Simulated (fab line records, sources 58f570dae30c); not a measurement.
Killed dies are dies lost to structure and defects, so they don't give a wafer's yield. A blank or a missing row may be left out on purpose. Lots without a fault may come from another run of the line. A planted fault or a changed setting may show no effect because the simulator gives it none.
fab line records | flow berkeley_cmos170
record lots=15 wafers=45 last_day=12
route steps=331 shown NVT@113 PVT@124 PLDD@151 NLDD@168
lots that met no fault: from a run of the same line without faults
start_h: hours from the record's first day to the start of the lot's first wafer shown | wait_h: hours since the lot's step before | " the same as in the row above | L1.1+2: a row that stands for several wafers | - no value, or no start given | * or withheld: withheld | < > ~ a bound
route shown NAME@n: a module of which the file shows steps, and the number in the route of the first | usual: mean/standard deviation of fault-free wafers | same: alike in all rows | chamber/n: place in a boat | sites: the reading at each site | _std_site: their standard deviation | _edge_site: outer sites' mean less inner sites' | radius_mm: how far each site lies from the wafer's centre | mask NAME#n: copy n | behind: the tool/chamber that last shaped the wafer | hold: why the lot was held/for how many hours/how that ended | device: the transistor (n, p or np) that didn't switch | end of line: the same wafers' tests at the end of the route | a step without rows: its recipe alone | killed: dies lost to structure and defects at the first sort, not the wafer's yield | map: a wafer's dies, x killed, . not, _ none there
set.NAME: the setting as run; set.NAME@STEP: as run at that earlier step | model.NAME: the simulator's own value behind a step, which no gauge read
steps of the route over a sample of lots; a table a step, a row a wafer
services: from which hour (start_h, from the record's first day; less than 0 if before it) a tool's chamber was out of use, for how many hours, and why
## steps
# step UCB170_NVT_TW_MEAS_09
# usual NVT_TW=523/5.7
# columns lot.wafer tool chamber start_h wait_h NVT_TW
L770.2 film_metro-03 - 106.32 0.1 528
L770.4 " - " " 529
L770.6 " - " " 530
L771.2 film_metro-01 - 106.42 0.1 527
L771.3 " - " " 531
L771.5 " - " " 529
L774.1 film_metro-01 - 120.35 0.1 522
L774.2 " - " " 523
L774.3 " - " " 525
L775.1 film_metro-03 - 133.13 0.1 528
L775.2 " - " " 526
L775.5 " - " " 525
L777.1 film_metro-03 - 146.45 0.1 530
L777.2 " - " " 527
L777.6 " - " " 527
L780.1 film_metro-02 - 156.05 0.1 517
L780.3 " - " " 515
L780.6 " - " " 519
L781.1 film_metro-03 - 167.48 0.1 528
L781.2 " - " " 532
L781.3 " - " " 526
L782.1 film_metro-01 - 167.75 0.1 524
L782.2 " - " " 525
L782.5 " - " " 525
L783.1 film_metro-01 - 176.18 0.1 526
L783.3 " - " " 526
L783.4 " - " " 523
L784.3 film_metro-03 - 176.48 0.1 524
L784.4 " - " " 523
L784.5 " - " " 525
L785.1 film_metro-01 - 176.54 0.1 526
L785.2 " - " " 526
L785.3 " - " " 527
L790.2 film_metro-03 - 209.06 0.1 528
L790.3 " - " " 532
L790.6 " - " " 524
L792.2 film_metro-02 - 215.92 0.1 513
L792.3 " - " " 511
L792.4 " - " " 514
L791.2 film_metro-03 - 216.13 0.1 526
L791.3 " - " " 525
L791.6 " - " " 528
L793.3 film_metro-02 - 233.16 0.1 519
L793.4 " - " " 519
L793.5 " - " " 520
# step UCB170_PVT_TW_MEAS_09
# usual PVT_TW=504/4.8
# columns lot.wafer tool chamber start_h wait_h PVT_TW
L770.2 film_metro-02 - 108.18 0.1 497
L770.4 " - " " 499
L770.6 " - " " 497
L771.2 film_metro-02 - 108.70 0.1 500
L771.3 " - " " 501
L771.5 " - " " 500
L774.1 film_metro-02 - 122.22 0.1 499
L774.2 " - " " 498
L774.3 " - " " 500
L775.1 film_metro-04 - 135.85 0.1 507
L775.2 " - " " 506
L775.5 " - " " 508
L777.1 film_metro-04 - 147.94 0.1 504
L777.2 " - " " 505
L777.6 " - " " 504
L780.1 film_metro-03 - 158.62 0.1 513
L780.3 " - " " 514
L780.6 " - " " 509
L781.1 film_metro-04 - 171.36 0.1 505
L781.2 " - " " 509
L781.3 " - " " 512
L782.1 film_metro-03 - 171.40 0.1 510
L782.2 " - " " 508
L782.5 " - " " 510
L783.1 film_metro-03 - 178.68 0.1 508
L783.3 " - " " 506
L783.4 " - " " 508
L784.3 film_metro-02 - 178.94 0.1 496
L784.4 " - " " 497
L784.5 " - " " 499
L785.1 film_metro-03 - 179.16 0.1 504
L785.2 " - " " 508
L785.3 " - " " 505
L790.2 film_metro-04 - 211.43 0.1 503
L790.3 " - " " 505
L790.6 " - " " 505
L792.2 film_metro-03 - 217.30 0.1 508
L792.3 " - " " 509
L792.4 " - " " 507
L791.2 film_metro-02 - 217.49 0.1 501
L791.3 " - " " 501
L791.6 " - " " 501
L793.3 film_metro-03 - 234.86 0.1 508
L793.4 " - " " 503
L793.5 " - " " 505
# step UCB170_PLDD_CD_MEAS_06
# recipe target_cd_nm=1200
# usual cd_nm=1200.1/1.3
# columns lot.wafer tool chamber start_h wait_h cd_nm
L770.2 cd_sem-02 - 120.93 - 1200.3
L770.4 " - " " 1202.4
L770.6 " - " " 1200.1
L771.2 cd_sem-02 - 121.94 - 1201.2
L771.3 " - " " 1199.8
L771.5 " - " " 1200.7
L774.1 cd_sem-02 - 136.47 - 1200.7
L774.2 " - " " 1200.4
L774.3 " - " " 1200.4
L775.1 cd_sem-01 - 150.17 - 1199.9
L775.2 " - " " 1199.7
L775.5 " - " " 1200.4
L777.1 cd_sem-02 - 161.34 - 1199.4
L777.2 " - " " 1198.3
L777.6 " - " " 1197.6
L780.1 cd_sem-01 - 176.22 - 1201.8
L780.3 " - " " 1203.0
L780.6 " - " " 1201.4
L781.1 cd_sem-02 - 184.33 - 1199.2
L781.2 " - " " 1199.9
L781.3 " - " " 1199.9
L782.1 cd_sem-01 - 184.77 - 1198.7
L782.2 " - " " 1200.4
L782.5 " - " " 1199.3
L785.1 cd_sem-01 - 191.76 - 1201.7
L785.2 " - " " 1202.5
L785.3 " - " " 1202.3
L784.3 cd_sem-02 - 192.14 - 1198.3
L784.4 " - " " 1199.0
L784.5 " - " " 1197.5
L783.1 cd_sem-01 - 192.32 - 1199.1
L783.3 " - " " 1198.6
L783.4 " - " " 1198.7
L790.2 cd_sem-02 - 227.04 - 1200.7
L790.3 " - " " 1201.2
L790.6 " - " " 1202.3
L792.2 cd_sem-02 - 236.65 - 1199.9
L792.3 " - " " 1199.4
L792.4 " - " " 1200.6
L791.2 cd_sem-02 - 237.50 - 1198.0
L791.3 " - " " 1198.7
L791.6 " - " " 1198.3
L793.3 cd_sem-02 - 252.04 - 1200.8
L793.4 " - " " 1201.2
L793.5 " - " " 1201.1
# step UCB170_NLDD_STRIP_10
# recipe chemistry=O2 power_w=400 pressure_mtorr=3500 platen_temp_c=withheld o2_flow_sccm=400 overash_fraction=0.5
# usual chamber_pressure_mTorr=3500/3.6 drypump_motor_current_A=5.6/0.35 oes_product_au=0.735/0.0046 strip_time_to_endpoint_s=21.61/0.063
# columns lot.wafer tool chamber start_h wait_h chamber_pressure_mTorr drypump_motor_current_A oes_product_au rf_hours_counter_h strip_time_to_endpoint_s
L770.2 plasma_asher-03 1 123.34 0.1 3500 5.5 0.734 35 21.50
L770.4 " 0 " " 3500 5.7 0.733 - 21.55
L770.6 " 0 " " 3492 5.6 0.738 - 21.52
L771.2 plasma_asher-02 1 124.67 0.1 3495 5.8 0.728 48 21.65
L771.3 " 1 " " 3493 5.8 0.736 - 21.67
L771.5 " 1 " " 3496 5.8 0.729 - 21.59
L774.1 plasma_asher-04 1 138.97 0.1 3505 5.5 0.737 39 21.54
L774.2 " 0 " " 3500 5.3 0.741 39 21.55
L774.3 " 0 " " 3507 5.3 0.731 - 21.53
L775.1 plasma_asher-04 0 152.46 0.1 3501 5.3 0.737 40 21.52
L775.2 " 1 " " 3497 5.5 0.726 40 21.50
L775.5 " 1 " " 3504 5.5 0.741 - 21.47
L777.1 plasma_asher-04 0 163.43 0.1 3504 5.4 0.736 41 21.61
L777.2 " 1 " " 3501 5.5 0.728 41 21.59
L777.6 " 0 " " 3497 5.3 0.734 - 21.60
L780.1 plasma_asher-03 1 178.59 0.1 3498 5.5 0.732 41 21.58
L780.3 " 0 " " 3504 5.6 0.734 - 21.53
L780.6 " 1 " " 3497 5.5 0.740 - 21.60
L781.1 plasma_asher-02 1 186.75 0.1 3501 5.8 0.735 55 21.71
L781.2 " 0 " " 3496 6.5 0.726 55 21.60
L781.3 " 1 " " 3491 5.7 0.730 - 21.70
L782.1 plasma_asher-02 1 187.02 0.1 - - - - -
L782.2 " 0 " " - - - - -
L782.5 " 1 " " - - - - -
L785.1 plasma_asher-04 1 194.60 0.1 - - - - -
L785.2 " 0 " " - - - - -
L785.3 " 0 " " - - - - -
L784.3 plasma_asher-02 1 195.11 0.1 - - - - -
L784.4 " 0 " " - - - - -
L784.5 " 1 " " - - - - -
L783.1 plasma_asher-03 0 195.33 0.1 3500 5.7 0.735 43 21.66
L783.3 " 0 " " 3497 5.6 0.729 - 21.57
L783.4 " 1 " " 3500 5.5 0.728 - 21.62
L790.2 plasma_asher-04 0 229.30 0.1 3500 5.4 0.736 48 21.68
L790.3 " 0 " " 3499 5.4 0.726 - 21.65
L790.6 " 0 " " 3506 5.4 0.732 - 21.61
L792.2 plasma_asher-04 1 238.93 0.1 3497 5.5 0.739 49 21.57
L792.3 " 0 " " 3505 5.4 0.734 - 21.61
L792.4 " 1 " " 3495 5.5 0.739 - 21.65
L791.2 plasma_asher-02 0 239.89 0.1 3502 6.5 0.733 61 21.75
L791.3 " 1 " " 3500 5.7 0.731 - 21.68
L791.6 " 0 " " 3500 6.5 0.738 - 21.61
L793.3 plasma_asher-04 1 254.40 0.1 3496 5.5 0.738 - 21.59
L793.4 " 0 " " 3498 5.4 0.734 - 21.60
L793.5 " 1 " " 3494 5.5 0.730 - 21.57
## services
# columns tool chamber start_h hours kind
plasma_asher-04 - 246.77 4.5 repair
## key
first_sign step=UCB170_NLDD_STRIP_10 reading=tool_record direction=missing
effect none on later readings
met_at UCB170_NLDD_STRIP_10
struck_lots L782,L784,L785
later_rows_left_out L782.1,L782.2,L782.5,L784.3,L784.4,L784.5,L785.1,L785.2,L785.3
sort_left_out L782.1,L782.2,L782.5,L784.3,L784.4,L784.5,L785.1,L785.2,L785.3
tester_left_out L782,L784,L785
not_acting_at UCB170_NVT_TW_MEAS_09,UCB170_PVT_TW_MEAS_09,UCB170_PLDD_CD_MEAS_06
onset_between 186.75 187.02
fault kind=skipped_step_whole tool=plasma_asher-02,plasma_asher-04 chamber=- onset_h=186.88 steps=UCB170_NLDD_STRIP_10 scope=struck_lots_only
# tester_left_out: of these lots the tester's yield and bins aren't shown, on N5 and GAA mostly nor the transistor test; their killed dies are dies lost to structure and defects alone, not to doping, threshold or leakage, so they don't give the yield
# sort_left_out: the simulated sort isn't trusted on such a fault, so these wafers' sort isn't shown, and their yield isn't known
# later_rows_left_out: the simulator's readings of these wafers behind a module that went badly wrong aren't trusted and aren't shown, but for the sort
